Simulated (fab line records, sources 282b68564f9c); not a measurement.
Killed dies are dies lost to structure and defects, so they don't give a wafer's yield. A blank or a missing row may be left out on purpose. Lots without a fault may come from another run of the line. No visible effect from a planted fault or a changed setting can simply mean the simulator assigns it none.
Which tool did it? ; flow rit_cmos ; 21 wafers from 7 lots sampled at 2 of the route's 202 steps

## WHAT THE GAUGES SHOWED, per wafer
RIT_SDANNEAL_RS_MEAS_06: uses a four-point probe to measure.
lot;measured;on;PLDD_RS (ohm/sq)
L805;day 3 17:08;film_metro-01;179.5 180.0 179.1
L807;day 3 23:31;film_metro-02;178.9 178.8 178.8
L809;day 4 09:24;film_metro-03;185.4 186.0 185.6 185.8 186.1 185.7
L811;day 4 21:25;film_metro-03;186.1 185.7 185.7 186.5 186.1 185.5
L820;day 6 11:28;film_metro-01;179.3 179.7 179.8
L822;day 7 02:58;film_metro-02;178.3 179.1 178.7
L825;day 7 17:16;film_metro-01;178.9 179.3 179.2

## WHICH TOOL RAN EACH LOT (tool, then ch and the chambers of the sampled wafers, then the start)
lot;RIT_PLDD_IMPLANT_08
L805;implanter-04 ch 0, day 3 10:17
L807;implanter-03 ch 0, day 3 16:48
L809;implanter-04 ch 0, day 4 02:43
L811;implanter-04 ch 0, day 4 14:35
L820;implanter-02 ch 0, day 6 03:35
L822;implanter-03 ch 0, day 6 19:41
L825;implanter-02 ch 0, day 7 10:29
- RIT_PLDD_IMPLANT_08

## THE ANSWER, worked out from the rows above alone
Rule: the lots themselves supply what counts as usual. Put in order of their means at a reading, lots are off if they are a third of the lots or fewer, leave a main group of 4 or more, and stand apart from it by a gap of 3 or more times the standard deviation of the main group's means; of several such gaps the widest counts. Not used: any main group whose means are identical at the precision the tables above print for the reading. A lot without any number at a reading at which 4 lots or more have one is off too. Any other lot the step has rows for is counted as sound.
Off: L809, L811, at RIT_SDANNEAL_RS_MEAS_06 (PLDD_RS). The main group: mean 179.2 ohm/sq, standard deviation 0.36.
If a tool, at a process step before that reading, ran all the lots that are off and no sound lot after the first of them, it fits. Gauges at RIT_SDANNEAL_RS_MEAS_06: tried the same way as those tools. This does not decide it: 2 tools fit, namely implanter-04 at RIT_PLDD_IMPLANT_08 and film_metro-03 at RIT_SDANNEAL_RS_MEAS_06.

## WHAT HAD BEEN PUT IN BY THE SIMULATOR
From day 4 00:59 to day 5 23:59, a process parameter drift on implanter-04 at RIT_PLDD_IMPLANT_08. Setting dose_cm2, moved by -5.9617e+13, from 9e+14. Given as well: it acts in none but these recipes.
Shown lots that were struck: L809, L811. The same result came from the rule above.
